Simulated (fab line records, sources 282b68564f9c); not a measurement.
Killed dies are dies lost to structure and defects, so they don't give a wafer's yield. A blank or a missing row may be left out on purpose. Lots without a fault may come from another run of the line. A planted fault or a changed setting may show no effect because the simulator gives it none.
Tool commonality check | flow rit_cmos | 12 lots, 36 wafers sampled

WHY IT WAS OPENED
At RIT_CONTACT_OVL_MEAS_09 the reading CONTACT_OVL is flagged on 2 of 12 lots. Wafers without a fault read 0.0 nm, standard deviation 1.3.
Rule: a lot is flagged when every wafer of it that has a number lies more than 4 standard deviations from that mean, or none has a number. The other lots count as sound.

lot  | measured    | on         | CONTACT_OVL (nm), wafer by wafer | flag
L959 | day 3 06:59 | overlay-02 | -0.3 -1.0 -1.2                   |
L960 | day 3 13:14 | overlay-01 | 1.6 -0.3 1.7                     |
L961 | day 3 19:14 | overlay-01 | 2.1 1.2 1.8                      |
L962 | day 3 19:49 | overlay-02 | 0.9 0.5 0.7                      |
L963 | day 4 08:54 | overlay-01 | -0.3 -0.9 -1.1                   |
L965 | day 4 11:18 | overlay-02 | 3.4 1.1 1.6                      |
L971 | day 5 18:10 | overlay-01 | 1.1 2.9 1.0                      |
L972 | day 5 21:08 | overlay-01 | 128.9 130.5 129.9                | FLAGGED
L973 | day 6 03:08 | overlay-01 | 129.7 129.4 129.7                | FLAGGED
L975 | day 6 13:35 | overlay-02 | -0.3 -1.0 -0.7                   |
L978 | day 7 05:31 | overlay-01 | -1.6 -1.2 -0.8                   |
L979 | day 7 09:29 | overlay-02 | 1.7 0.5 0.4                      |
The numbers of the flagged lots are 129.7 nm on average: +129.7 nm against the usual, or +99 or more standard deviations.

WHICH TOOL RAN EACH LOT
The record holds 1 process step before the reading, out of a route of 202 steps. In each cell: the tool, then ch and the chambers that the sampled wafers went through, then the start.
lot  | flag    | RIT_CONTACT_EXPOSE_05
L959 |         | iline_stepper-01 ch 0, day 3 06:22
L960 |         | iline_stepper-01 ch 0, day 3 12:39
L961 |         | iline_stepper-01 ch 0, day 3 18:36
L962 |         | iline_stepper-02 ch 0, day 3 19:10
L963 |         | iline_stepper-02 ch 0, day 4 08:10
L965 |         | iline_stepper-02 ch 0, day 4 10:41
L971 |         | iline_stepper-02 ch 0, day 5 17:32
L972 | FLAGGED | iline_stepper-01 ch 0, day 5 20:29
L973 | FLAGGED | iline_stepper-01 ch 0, day 6 02:30
L975 |         | iline_stepper-02 ch 0, day 6 12:57
L978 |         | iline_stepper-02 ch 0, day 7 04:54
L979 |         | iline_stepper-02 ch 0, day 7 08:47
What these steps do:
- RIT_CONTACT_EXPOSE_05: exposes mask M11, target cd 1000 nm.
- RIT_CONTACT_OVL_MEAS_09

FLAGGED OVER TOTAL, TOOL BY TOOL (the gauges that took the reading come last)
step                    | tool             | lots run | flagged | share of the flagged lots | sound lots run after its first flagged lot
RIT_CONTACT_EXPOSE_05   | iline_stepper-01 | 5        | 2       | all                       | 0
RIT_CONTACT_EXPOSE_05   | iline_stepper-02 | 7        | 0       | none                      | -
RIT_CONTACT_OVL_MEAS_09 | overlay-01       | 7        | 2       | all                       | 1 (L978)
RIT_CONTACT_OVL_MEAS_09 | overlay-02       | 5        | 0       | none                      | -

WHAT THE TABLE ALLOWS
2 rows of the table ran every flagged lot: iline_stepper-01 at RIT_CONTACT_EXPOSE_05, overlay-01 at RIT_CONTACT_OVL_MEAS_09.
- iline_stepper-01 at RIT_CONTACT_EXPOSE_05: 2 of its 5 lots flagged. Its last sound lot is L961 (day 3 18:36), its first flagged lot L972 (day 5 20:29): a fault that began between those two fits.
- overlay-01 at RIT_CONTACT_OVL_MEAS_09: 2 of its 7 lots flagged. Sound lots ran on it after the first flagged one (L978), which a lasting fault on the whole tool wouldn't allow.
One tool is left: iline_stepper-01 at RIT_CONTACT_EXPOSE_05.

WHAT THE SIMULATOR HAD PUT IN
Scanner matching overlay: iline_stepper-01, from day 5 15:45 on, at RIT_CONTACT_EXPOSE_05. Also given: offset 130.
Lots struck among those shown: L972, L973. The rule above found the same.
